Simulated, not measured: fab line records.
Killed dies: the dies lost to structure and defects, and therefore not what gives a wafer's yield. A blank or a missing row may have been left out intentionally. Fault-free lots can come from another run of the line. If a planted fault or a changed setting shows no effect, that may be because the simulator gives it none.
Struck lot and sound lot, side by side	flow rit-cmos	14 out of 202 route steps
Sound: wafers L696.2, L696.3, L696.6. The struck wafers were L698.1, L698.5, L698.6. At the end, the cause is stated.
Each step with rows lists, per side, the tool, then ch with its chambers, then its first start. Under that, the readings that differ: sound wafers	struck wafers	difference of the means	sigmas: that difference in standard deviations of wafers without a fault.
alike: same words and numbers on both sides, and readings whose means sit less than 2 such deviations apart. not compared: any withheld reading, any reading some wafer has no value for, any bound like >300 that may hide the same value, and any number with overlapping values for which the record gives no deviation.
The two part at a step that has a row with sigmas, a row that says differs or no value, or rows on one side only. Numbers that have no deviation but don't overlap get no sigmas and don't part them. Lack of a reading on every wafer of one side parts them only where that side has two or more wafers.

first, 1 step without rows for these wafers: RIT_PWELL_DEVELOP_05 (develop time 68 s).
RIT_PWELL_OVL_MEAS_06:
  sound: overlay-02 at day 4 16:37; struck: overlay-01 at day 5 04:27
  alike: PWELL_OVL
then, 2 steps without rows for these wafers: RIT_PWELL_HARDBAKE_07 (time 120 s); RIT_PWELL_IMPLANT_08.
RIT_PWELL_STRIP_09: strips in O2, time 180 s.
  sound on plasma-asher-04 ch 0,1, day 4 17:02; struck on plasma-asher-02 ch 0,1, day 5 05:01
  alike: drypump-motor-current-A
  not compared: rf-hours-counter-h
RIT_PWELL_TW_MEAS_10:
  sound: film-metro-01 at day 4 17:13; struck: film-metro-01 at day 5 05:12
  alike: PWELL_TW
then, 1 step without rows for these wafers: RIT_WELLDRIVE_ANNEAL_00 (time 14700 s).
RIT_WELLDRIVE_RS_MEAS_01: uses a four-point probe to measure.
  sound: film-metro-01 at day 4 23:04; struck: film-metro-04 at day 5 10:47
reading	sound	struck	difference	sigmas
NWELL_RS (ohm/sq)	276.0 275.7 275.5	273.9 274.1 274.7	-1.5	-2
RIT_WELLDRIVE_RS_MEAS_02: uses a four-point probe to measure.
  sound: film-metro-01 at day 4 23:11; struck: film-metro-04 at day 5 10:54
  alike: PWELL_RS
then, 3 steps without rows for these wafers: RIT_NRETRO_HMDS_00 (prime time 60 s); RIT_NRETRO_COAT_01 (resist thk 1300 nm); RIT_NRETRO_SOFTBAKE_02 (time 60 s).
RIT_NRETRO_EXPOSE_03: exposes mask M4, target cd 43900 nm.
  struck on iline-stepper-01, day 5 11:28; sound on iline-stepper-01 ch 0, day 4 23:53
  no value came back on the struck wafers for exposure-dose-mJ-cm2, focus-offset-nm (nm); on the sound wafers exposure-dose-mJ-cm2 reads 249.93 249.91 250.29
  alike: mask
then, 1 step without rows for these wafers: RIT_NRETRO_PEB_04.

## WHERE THEY PART
Earliest at RIT_WELLDRIVE_RS_MEAS_01; latest, in this record, at RIT_NRETRO_EXPOSE_03.

WHY: what the simulator had put in
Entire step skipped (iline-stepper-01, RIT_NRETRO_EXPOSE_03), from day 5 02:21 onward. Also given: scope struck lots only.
